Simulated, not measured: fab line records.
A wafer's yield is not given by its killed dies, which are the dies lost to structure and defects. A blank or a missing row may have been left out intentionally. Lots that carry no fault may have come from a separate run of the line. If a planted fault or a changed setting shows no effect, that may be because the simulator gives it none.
Check of tool commonality || flow rit_cmos || 14 lots and 42 wafers in the sample

REASON FOR OPENING
Of 14 lots, 2 have the reading PRETRO_TW flagged at RIT_PRETRO_TW_MEAS_10. Wafers without a fault read 470, standard deviation 4.1.
Rule: a lot is flagged in two cases, either no wafer of it has a number, or all its wafers with numbers fall more than 4 standard deviations from that mean. As for the other lots, they are considered sound.

{"lot": "L361", "measured": "day 2 12:58", "on": "film_metro-02", "PRETRO_TW, wafer by wafer": "471 471 474", "flag": ""}
{"lot": "L364", "measured": "day 3 04:14", "on": "film_metro-04", "PRETRO_TW, wafer by wafer": "470 472 467", "flag": ""}
{"lot": "L366", "measured": "day 3 15:11", "on": "film_metro-04", "PRETRO_TW, wafer by wafer": "471 470 472", "flag": ""}
{"lot": "L367", "measured": "day 3 19:49", "on": "film_metro-04", "PRETRO_TW, wafer by wafer": "472 473 471", "flag": ""}
{"lot": "L368", "measured": "day 4 00:08", "on": "film_metro-02", "PRETRO_TW, wafer by wafer": "473 471 474", "flag": ""}
{"lot": "L370", "measured": "day 4 12:07", "on": "film_metro-04", "PRETRO_TW, wafer by wafer": "469 466 466", "flag": ""}
{"lot": "L371", "measured": "day 4 17:18", "on": "film_metro-04", "PRETRO_TW, wafer by wafer": "465 466 468", "flag": ""}
{"lot": "L372", "measured": "day 5 00:20", "on": "film_metro-04", "PRETRO_TW, wafer by wafer": "467 465 464", "flag": ""}
{"lot": "L374", "measured": "day 5 06:36", "on": "film_metro-03", "PRETRO_TW, wafer by wafer": "550 555 551", "flag": "FLAGGED"}
{"lot": "L375", "measured": "day 5 12:08", "on": "film_metro-04", "PRETRO_TW, wafer by wafer": "540 537 539", "flag": "FLAGGED"}
{"lot": "L380", "measured": "day 6 11:44", "on": "film_metro-02", "PRETRO_TW, wafer by wafer": "474 475 474", "flag": ""}
{"lot": "L381", "measured": "day 6 16:17", "on": "film_metro-03", "PRETRO_TW, wafer by wafer": "477 478 477", "flag": ""}
{"lot": "L382", "measured": "day 6 22:16", "on": "film_metro-02", "PRETRO_TW, wafer by wafer": "471 474 471", "flag": ""}
{"lot": "L383", "measured": "day 7 02:37", "on": "film_metro-03", "PRETRO_TW, wafer by wafer": "471 473 472", "flag": ""}
Average over the flagged lots: 545; offset from the usual +75, equal to +18 standard deviations.

LOT BY LOT: THE TOOL USED
The record holds 1 process step before the reading, out of a route of 202 steps. In each cell: the tool, then ch and the chambers that the sampled wafers went through, then the start.
{"lot": "L361", "flag": "", "RIT_PRETRO_IMPLANT_08": "implanter-04 ch 0, day 2 12:38"}
{"lot": "L364", "flag": "", "RIT_PRETRO_IMPLANT_08": "implanter-03 ch 0, day 3 03:55"}
{"lot": "L366", "flag": "", "RIT_PRETRO_IMPLANT_08": "implanter-04 ch 0, day 3 14:52"}
{"lot": "L367", "flag": "", "RIT_PRETRO_IMPLANT_08": "implanter-01 ch 0, day 3 19:30"}
{"lot": "L368", "flag": "", "RIT_PRETRO_IMPLANT_08": "implanter-04 ch 0, day 3 23:52"}
{"lot": "L370", "flag": "", "RIT_PRETRO_IMPLANT_08": "implanter-03 ch 0, day 4 11:48"}
{"lot": "L371", "flag": "", "RIT_PRETRO_IMPLANT_08": "implanter-01 ch 0, day 4 16:58"}
{"lot": "L372", "flag": "", "RIT_PRETRO_IMPLANT_08": "implanter-03 ch 0, day 5 00:01"}
{"lot": "L374", "flag": "FLAGGED", "RIT_PRETRO_IMPLANT_08": "implanter-03 ch 0, day 5 06:17"}
{"lot": "L375", "flag": "FLAGGED", "RIT_PRETRO_IMPLANT_08": "implanter-03 ch 0, day 5 11:48"}
{"lot": "L380", "flag": "", "RIT_PRETRO_IMPLANT_08": "implanter-01 ch 0, day 6 11:25"}
{"lot": "L381", "flag": "", "RIT_PRETRO_IMPLANT_08": "implanter-04 ch 0, day 6 15:59"}
{"lot": "L382", "flag": "", "RIT_PRETRO_IMPLANT_08": "implanter-04 ch 0, day 6 21:58"}
{"lot": "L383", "flag": "", "RIT_PRETRO_IMPLANT_08": "implanter-04 ch 0, day 7 02:17"}
What these steps do:
- RIT_PRETRO_IMPLANT_08
- RIT_PRETRO_TW_MEAS_10

FLAGGED AGAINST TOTAL, ONE TOOL AT A TIME (gauges that did the reading follow at the end)
{"step": "RIT_PRETRO_IMPLANT_08", "tool": "implanter-01", "lots run": 3, "flagged": 0, "share of the flagged lots": "none", "sound lots run after its first flagged lot": "-"}
{"step": "RIT_PRETRO_IMPLANT_08", "tool": "implanter-03", "lots run": 5, "flagged": 2, "share of the flagged lots": "all", "sound lots run after its first flagged lot": 0}
{"step": "RIT_PRETRO_IMPLANT_08", "tool": "implanter-04", "lots run": 6, "flagged": 0, "share of the flagged lots": "none", "sound lots run after its first flagged lot": "-"}
{"step": "RIT_PRETRO_TW_MEAS_10", "tool": "film_metro-02", "lots run": 4, "flagged": 0, "share of the flagged lots": "none", "sound lots run after its first flagged lot": "-"}
{"step": "RIT_PRETRO_TW_MEAS_10", "tool": "film_metro-03", "lots run": 3, "flagged": 1, "share of the flagged lots": "some", "sound lots run after its first flagged lot": "2 (L381,L383)"}
{"step": "RIT_PRETRO_TW_MEAS_10", "tool": "film_metro-04", "lots run": 7, "flagged": 1, "share of the flagged lots": "some", "sound lots run after its first flagged lot": 0}

WHAT IS ALLOWED BY THE TABLE
Rows of the table that ran each flagged lot: 1, that is implanter-03 at RIT_PRETRO_IMPLANT_08.
- implanter-03 at RIT_PRETRO_IMPLANT_08 ran 5 lots, 2 of them flagged. Last sound lot L372 at day 5 00:01, first flagged lot L374 at day 5 06:17; a fault beginning in between fits. Its own readings lie more than 4 standard deviations out on every wafer of the flagged lots: dose_ions_cm2, faraday_current_uA.
One tool is left: implanter-03 at RIT_PRETRO_IMPLANT_08.

WHAT THE SIMULATOR HAD INSERTED
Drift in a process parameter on implanter-03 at RIT_PRETRO_IMPLANT_08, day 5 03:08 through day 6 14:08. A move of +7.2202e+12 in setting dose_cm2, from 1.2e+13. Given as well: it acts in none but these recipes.
Shown lots that were struck: L374, L375. The rule above reached the same finding.
